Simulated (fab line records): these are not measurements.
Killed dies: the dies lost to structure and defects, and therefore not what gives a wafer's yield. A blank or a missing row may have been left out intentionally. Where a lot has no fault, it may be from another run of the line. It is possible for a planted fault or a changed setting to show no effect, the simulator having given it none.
fab line records	flow berkeley_cmos170
record lots=7	wafers=21	last_day=11
route steps=331 shown ZERO@6 NWELL@14
lots that met no fault: taken from a fault-free run of the same line
start_h: start of the lot's first displayed wafer, in hours after the record's first day	wait_h: how many hours have passed since the lot's step before this one	" as in the row above	L1.1+2: a single row standing in for several wafers	- no value present, or no start provided	* or withheld: withheld	< > ~ a bound
route shown NAME@n: names a module that has steps shown in the file, with the first one's number in the route	usual: average and standard deviation across the fault-free wafers	same: alike in all rows	chamber/n: place in a boat	sites: readings site by site	_std_site: the standard deviation of these	_edge_site: outer sites' mean less inner sites'	radius_mm: for every site, how far away it sits from the centre of the wafer	mask NAME#n: copy n	behind: the tool/chamber that last shaped the wafer	hold: reason for holding the lot/hours on hold/outcome of the hold	device: names the non-switching transistor (n, p or np)	end of line: tests of these same wafers at the route's end	a step without rows: its recipe alone	killed: at the first sort, the dies lost to defects and structure; wafer yield is something else	map: per-die view of a wafer (x killed, . not killed, _ where there is no die)
set.NAME: the setting the step ran with; set.NAME@STEP: the setting that earlier step ran with	model.NAME: the simulator's own value behind a step, which no gauge read
a table for each step, a row for each wafer; lots at some steps of the route
services: from which hour (start_h, from the record's first day; less than 0 if before it) a tool's chamber was out of use, for how many hours, and why
## steps
# step UCB170_ZERO_HMDS_00
# recipe prime_time_s=60	prime_temp_c=100
# step UCB170_ZERO_COAT_01
# recipe resist=KrF	spin_rpm=1500	resist_thk_nm=900
# step UCB170_ZERO_SOFTBAKE_02
# recipe resist=KrF	temp_c=130	time_s=60
# step UCB170_ZERO_EXPOSE_03
# recipe mask_id=PM_MARKS	na=0.5	sigma_outer=0.6	source_shape=conventional	target_cd_nm=4000	dose_mj=30
# step UCB170_ZERO_PEB_04
# recipe peb_temp_c=130	peb_time_s=withheld	resist=KrF
# step UCB170_ZERO_DEVELOP_05
# recipe developer=TMAH	develop_time_s=45	resist=KrF	dev_temp_c=21
# step UCB170_ZERO_ETCH_06
# recipe chemistry=CHF3/CF4/Ar	target=SiO2	time_s=12	pressure_mtorr=100	rf_w=500	CHF3_flow_sccm=50	cf4_flow_sccm=10	Ar_flow_sccm=120	over_etch_frac=1.58
# usual drypump_motor_current_A=5.8/0.6	oes_product_au=0.617/0.01	throttle_valve_pct=9.23/0.097
lot.wafer	tool	chamber	start_h	wait_h	drypump_motor_current_A	oes_product_au	rf_hours_counter_h	throttle_valve_pct
L286.1	rie_diel-01	3	64.40	-	6.0	0.628	115	9.18
L286.2	"	0	"	"	5.2	0.607	111	9.24
L286.3	"	1	"	"	5.3	0.623	30	9.23
L288.1	rie_diel-04	0	75.17	-	5.9	0.609	0	9.27
L288.4	"	0	"	"	5.9	0.601	-	9.27
L288.5	"	1	"	"	6.7	0.617	-	9.21
L291.1	rie_diel-03	3	89.28	-	5.2	0.638	14	9.50
L291.2	"	1	"	"	5.8	0.614	12	9.10
L291.3	"	0	"	"	5.4	0.608	44	9.26
L292.1	rie_diel-04	1	92.49	-	6.6	0.622	139	9.19
L292.3	"	2	"	"	6.3	0.612	6	9.17
L292.4	"	0	"	"	5.9	0.608	2	9.26
L293.2	rie_diel-01	1	99.05	-	5.4	0.626	31	9.23
L293.5	"	2	"	"	6.5	0.614	-	9.14
L293.6	"	1	"	"	5.4	0.631	-	9.25
L294.1	rie_diel-04	2	105.91	-	6.3	0.612	7	9.17
L294.4	"	3	"	"	6.6	0.597	1	9.23
L294.6	"	0	"	"	5.9	0.620	-	9.27
L298.3	rie_diel-03	2	123.53	-	4.8	0.606	46	9.18
L298.4	"	3	"	"	5.3	0.642	16	9.50
L298.6	"	2	"	"	4.8	0.615	-	9.18
# step UCB170_ZERO_STRIP_07
# recipe chemistry=O2	power_w=400	pressure_mtorr=3500	platen_temp_c=withheld	o2_flow_sccm=400	overash_fraction=0.5
# usual drypump_motor_current_A=6.0/0.47	oes_product_au=0.727/0.0051	strip_time_to_endpoint_s=21.50/0.058
lot.wafer	tool	chamber	start_h	wait_h	drypump_motor_current_A	oes_product_au	rf_hours_counter_h	strip_time_to_endpoint_s
L286.1	plasma_asher-03	0	64.42	0.0	5.3	0.725	28	21.53
L286.2	"	1	"	"	6.5	0.726	28	21.47
L286.3	"	0	"	"	5.4	0.731	-	21.53
L288.1	plasma_asher-02	0	75.20	0.0	5.9	0.723	34	21.51
L288.4	"	0	"	"	5.9	0.726	-	21.47
L288.5	"	0	"	"	5.9	0.722	-	21.53
L291.1	plasma_asher-04	0	89.30	0.0	5.7	0.726	35	21.55
L291.2	"	1	"	"	6.2	0.726	35	21.51
L291.3	"	1	"	"	6.2	0.734	-	21.58
L292.1	plasma_asher-04	1	92.51	0.0	6.2	0.729	36	21.47
L292.3	"	1	"	"	6.3	0.718	-	21.49
L292.4	"	0	"	"	5.7	0.728	-	21.48
L293.2	plasma_asher-02	1	99.07	0.0	6.5	0.729	37	21.59
L293.5	"	0	"	"	5.9	0.723	-	21.51
L293.6	"	1	"	"	6.6	0.730	-	21.55
L294.1	plasma_asher-04	0	105.94	0.0	5.7	0.719	37	21.52
L294.4	"	0	"	"	5.7	0.730	-	21.52
L294.6	"	0	"	"	5.7	0.723	-	21.53
L298.3	plasma_asher-03	1	123.58	0.0	6.5	0.731	-	21.47
L298.4	"	0	"	"	5.4	0.730	-	21.44
L298.6	"	0	"	"	5.4	0.723	-	21.36
# step UCB170_NWELL_WET_ETCH_00
# recipe chemistry=dHF	dilution=25:1	target=SiO2	temp_c=25	time_s=200
# step UCB170_NWELL_OXIDATION_01
# recipe temp_c=1000	ambient=O2	target_thk_a=264	ox_time_s=1260
# step UCB170_NWELL_THK_MEAS_02
# recipe reads=SiO2_of_NWELL_OXIDATION_01
# usual NWELL_OXIDE_THK=26.2/0.55
lot.wafer	tool	chamber	start_h	wait_h	NWELL_OXIDE_THK[nm]
L286.1	film_metro-01	-	67.65	0.0	26.0
L286.2	"	-	"	"	26.1
L286.3	"	-	"	"	25.9
L288.1	film_metro-01	-	80.35	0.0	26.3
L288.4	"	-	"	"	26.1
L288.5	"	-	"	"	25.7
L291.1	film_metro-01	-	94.12	0.0	26.4
L291.2	"	-	"	"	25.9
L291.3	"	-	"	"	26.2
L292.1	film_metro-03	-	96.84	0.0	26.4
L292.3	"	-	"	"	26.8
L292.4	"	-	"	"	25.9
L293.2	film_metro-03	-	102.40	0.0	26.0
L293.5	"	-	"	"	26.7
L293.6	"	-	"	"	26.1
L294.1	film_metro-01	-	109.64	0.0	26.6
L294.4	"	-	"	"	26.6
L294.6	"	-	"	"	26.6
L298.3	film_metro-01	-	127.38	0.0	26.9
L298.4	"	-	"	"	26.2
L298.6	"	-	"	"	26.0
# step UCB170_NWELL_ANNEAL_03
# recipe temp_c=1000	time_s=900	ambient=N2
# step UCB170_NWELL_CVD_04
# recipe material=Si3N4	target_thk_nm=224	temp_c=800	precursor=SiH2Cl2/NH3	time_s=3360	pressure_mtorr=200	sih2cl2_flow_sccm=25	nh3_flow_sccm=75
# usual spike_tc_load_C=820.5/1.1	spike_tc_source_C=823.9/2	susceptor_temp_C=800.0/0.37
lot.wafer	tool	chamber	start_h	wait_h	spike_tc_load_C	spike_tc_source_C	susceptor_temp_C	model.Si3N4_of_NWELL_CVD_04.thk_nm
L286.1	lpcvd-01	1	73.28	1.8	821.2	827.6	799.5	223.5
L286.2	"	1	"	"	820.9	826.6	799.8	224.1
L286.3	"	1	"	"	819.8	825.1	799.6	225.2
L288.1	lpcvd-01	1	84.87	0.0	822.4	825.5	799.6	223.5
L288.4	"	1	"	"	822.1	827.4	799.6	225.3
L288.5	"	1	"	"	821.7	826.1	799.7	226.6
L291.1	lpcvd-01	0	99.46	0.0	821.2	822.4	800.6	294.4
L291.2	"	0	"	"	820.8	822.0	800.3	295.7
L291.3	"	0	"	"	821.4	821.8	800.7	294.8
L292.1	lpcvd-01	0	99.46	0.0	819.8	821.7	799.9	295.3
L292.3	"	0	"	"	822.4	820.5	799.7	295
L292.4	"	0	"	"	821.9	822.1	799.3	295.2
L293.2	lpcvd-02	0	106.49	0.0	819.3	822.6	799.9	224.9
L293.5	"	0	"	"	819.6	822.3	800.3	224.5
L293.6	"	0	"	"	819.9	824.9	800.2	222.9
L294.1	lpcvd-01	0	111.92	0.0	820.2	821.0	800.2	299.4
L294.4	"	0	"	"	819.4	821.9	799.9	297.3
L294.6	"	0	"	"	819.7	822.5	799.7	296.3
L298.3	lpcvd-02	0	134.44	0.0	820.5	824.5	800.0	224.1
L298.4	"	0	"	"	818.8	825.7	800.0	223.3
L298.6	"	0	"	"	819.9	823.6	799.8	223.4
# step UCB170_NWELL_THK_MEAS_05
# recipe reads=Si3N4_of_NWELL_CVD_04
# usual NWELL_NITRIDE_THK=224.0/2.6
lot.wafer	tool	chamber	start_h	wait_h	NWELL_NITRIDE_THK[nm]
L286.1	film_metro-01	-	75.22	0.0	223.4
L286.2	"	-	"	"	224.1
L286.3	"	-	"	"	225.1
L288.1	film_metro-03	-	86.80	0.0	223.6
L288.4	"	-	"	"	225.4
L288.5	"	-	"	"	226.6
L291.1	film_metro-04	-	102.36	0.0	294.3
L291.2	"	-	"	"	295.7
L291.3	"	-	"	"	294.8
L292.1	film_metro-01	-	102.36	0.0	295.3
L292.3	"	-	"	"	295.1
L292.4	"	-	"	"	295.4
L293.2	film_metro-03	-	109.40	0.0	224.7
L293.5	"	-	"	"	224.5
L293.6	"	-	"	"	222.8
L294.1	film_metro-03	-	113.85	0.0	299.2
L294.4	"	-	"	"	297.6
L294.6	"	-	"	"	296.4
L298.3	film_metro-01	-	137.36	0.0	224.0
L298.4	"	-	"	"	223.3
L298.6	"	-	"	"	223.5
# step UCB170_NWELL_HMDS_06
# recipe prime_time_s=60	prime_temp_c=100
# step UCB170_NWELL_COAT_07
# recipe resist=KrF	spin_rpm=1500	resist_thk_nm=900
# step UCB170_NWELL_SOFTBAKE_08
# recipe resist=KrF	temp_c=130	time_s=60
# step UCB170_NWELL_EXPOSE_09
# recipe mask_id=NWELL	target_cd_nm=3000	na=0.5	sigma_outer=0.6	source_shape=conventional	dose_mj=25
# step UCB170_NWELL_PEB_10
# recipe peb_temp_c=130	peb_time_s=withheld	resist=KrF
# step UCB170_NWELL_DEVELOP_11
# recipe developer=TMAH	develop_time_s=45	resist=KrF	dev_temp_c=21
# step UCB170_NWELL_OVL_MEAS_12
# usual NWELL_OVL=-3/5.5
lot.wafer	tool	chamber	start_h	wait_h	NWELL_OVL[nm]
L286.1	overlay-02	-	76.17	-	-3
L286.2	"	-	"	"	5
L286.3	"	-	"	"	-2
L288.1	overlay-02	-	88.10	-	-5
L288.4	"	-	"	"	-2
L288.5	"	-	"	"	-8
L291.1	overlay-01	-	103.26	-	-4
L291.2	"	-	"	"	-10
L291.3	"	-	"	"	-14
L292.1	overlay-02	-	103.50	-	4
L292.3	"	-	"	"	3
L292.4	"	-	"	"	3
L293.2	overlay-02	-	112.13	-	-9
L293.5	"	-	"	"	-14
L293.6	"	-	"	"	-2
L294.1	overlay-01	-	115.58	-	12
L294.4	"	-	"	"	0
L294.6	"	-	"	"	1
L298.3	overlay-02	-	138.58	-	-10
L298.4	"	-	"	"	-5
L298.6	"	-	"	"	-1
# step UCB170_NWELL_ETCH_13
# recipe chemistry=CH3F/Ar/O2	target=Si3N4	stop_on=SiO2	CH3F_flow_sccm=20	Ar_flow_sccm=50	O2_flow_sccm=7	pressure_mtorr=50	rf_w=450	target_depth_a=2464	over_etch_frac=0.1	time_s=154
# usual drypump_motor_current_A=5.5/0.51	oes_product_au=0.945/0.016	throttle_valve_pct=8.05/0.094
lot.wafer	tool	chamber	start_h	wait_h	drypump_motor_current_A	oes_product_au	rf_hours_counter_h	throttle_valve_pct	model.etch.depth_nm
L286.1	rie_diel-01	2	76.20	0.0	6.5	0.938	25	7.97	223.5
L286.2	"	3	"	"	6.0	0.954	115	8.01	224.1
L286.3	"	1	"	"	5.3	0.951	30	8.05	225.2
L288.1	rie_diel-03	2	88.14	0.0	4.8	0.929	44	8.02	223.5
L288.4	"	1	"	"	5.7	0.950	12	7.93	225.3
L288.5	"	2	"	"	4.8	0.935	-	8.01	226.6
L291.1	rie_diel-02	0	103.29	0.0	5.3	0.996	91	8.10	245.5
L291.2	"	2	"	"	5.5	1.026	147	8.05	243.9
L291.3	"	3	"	"	4.9	1.011	16	7.92	248.7
L292.1	rie_diel-03	1	103.54	0.0	5.7	1.000	13	7.92	245.8
L292.3	"	2	"	"	4.8	0.978	45	8.02	243.9
L292.4	"	3	"	"	5.2	1.043	15	8.29	245.9
L293.2	rie_diel-01	2	112.16	0.0	6.5	0.942	27	7.98	224.9
L293.5	"	3	"	"	6.1	0.950	-	8.03	224.5
L293.6	"	0	"	"	5.2	0.935	-	8.04	222.9
L294.1	rie_diel-02	1	115.62	0.0	6.4	1.012	41	8.13	251.1
L294.4	"	1	"	"	6.4	1.001	-	8.15	249.5
L294.6	"	3	"	"	4.9	1.009	-	7.92	250.5
L298.3	rie_diel-03	3	138.61	0.0	5.2	0.968	17	8.29	224.1
L298.4	"	2	"	"	4.8	0.928	47	8.02	223.3
L298.6	"	1	"	"	5.7	0.932	-	7.93	223.4
# step UCB170_NWELL_IMPLANT_14
# recipe species=P	dose_cm2=1e+13	energy_kev=150	tilt_deg=7
## services
tool	chamber	start_h	hours	kind
rie_diel-04	0	46.75	-	clean
rie_diel-04	0	46.75	17.8	scheduled_down
rie_diel-04	0	46.75	17.8	vent_cycle
rie_diel-02	3	56.25	3.9	repair
plasma_asher-03	-	61.43	1.8	repair
rie_diel-04	3	64.51	-	clean
rie_diel-04	3	64.51	17.5	scheduled_down
rie_diel-04	3	64.51	17.5	vent_cycle
plasma_asher-04	-	70.31	10.0	repair
rie_diel-03	2	71.42	2.0	repair
rie_diel-04	2	73.66	6.0	repair
rie_diel-01	0	83.34	1.3	repair
lpcvd-02	-	89.12	6.1	pm
rie_diel-04	0	92.76	8.6	repair
rie_diel-02	1	96.92	7.6	repair
rie_diel-02	0	103.72	20.2	repair
plasma_asher-04	-	108.75	9.0	pm
plasma_asher-04	0	108.75	9.0	vent_cycle
plasma_asher-04	1	108.75	9.0	vent_cycle
plasma_asher-04	0	117.75	-	clean
plasma_asher-04	1	117.75	-	clean
rie_diel-01	2	119.27	7.8	repair
## key
first_sign step=UCB170_NWELL_THK_MEAS_05	reading=NWELL_NITRIDE_THK	direction=up	sigmas=28	usual=224.0	struck=296.0
effect step=UCB170_NWELL_ETCH_13	reading=oes_product_au	direction=up	sigmas=4.1	usual=0.945	struck=1.008
model_effect step=UCB170_NWELL_CVD_04	value=Si3N4_of_NWELL_CVD_04.thk_nm	without=221.2	struck=295.9
model_effect step=UCB170_NWELL_ETCH_13	value=etch.depth_nm	without=221.2	struck=247.2
met_at UCB170_NWELL_CVD_04
struck_wafers L291.1,L291.2,L291.3,L292.1,L292.3,L292.4,L294.1,L294.4,L294.6
later_rows_left_out L291.1,L291.2,L291.3,L292.1,L292.3,L292.4,L294.1,L294.4,L294.6
sort_left_out L291.1,L291.2,L291.3,L292.1,L292.3,L292.4,L294.1,L294.4,L294.6
tester_left_out L291,L292,L294
onset_between 84.87 99.46
also_fits UCB170_ZERO_STRIP_07:plasma_asher-04
fault kind=process_parameter_drift	tool=lpcvd-01	chamber=-	onset_h=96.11	steps=UCB170_NWELL_CVD_04	channel=target_thk_nm	offset=74.689	shape=step	end_h=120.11	acts_in=these_recipes_only	stated=224
# tester_left_out: of these lots the tester's yield and bins aren't shown, on N5 and GAA mostly nor the transistor test; their killed dies are dies lost to structure and defects alone, not to doping, threshold or leakage, so they don't give the yield
# sort_left_out: the simulated sort isn't trusted on such a fault, so these wafers' sort isn't shown, and their yield isn't known
# later_rows_left_out: the simulator's readings of these wafers behind a module that went badly wrong aren't trusted and aren't shown, but for the sort
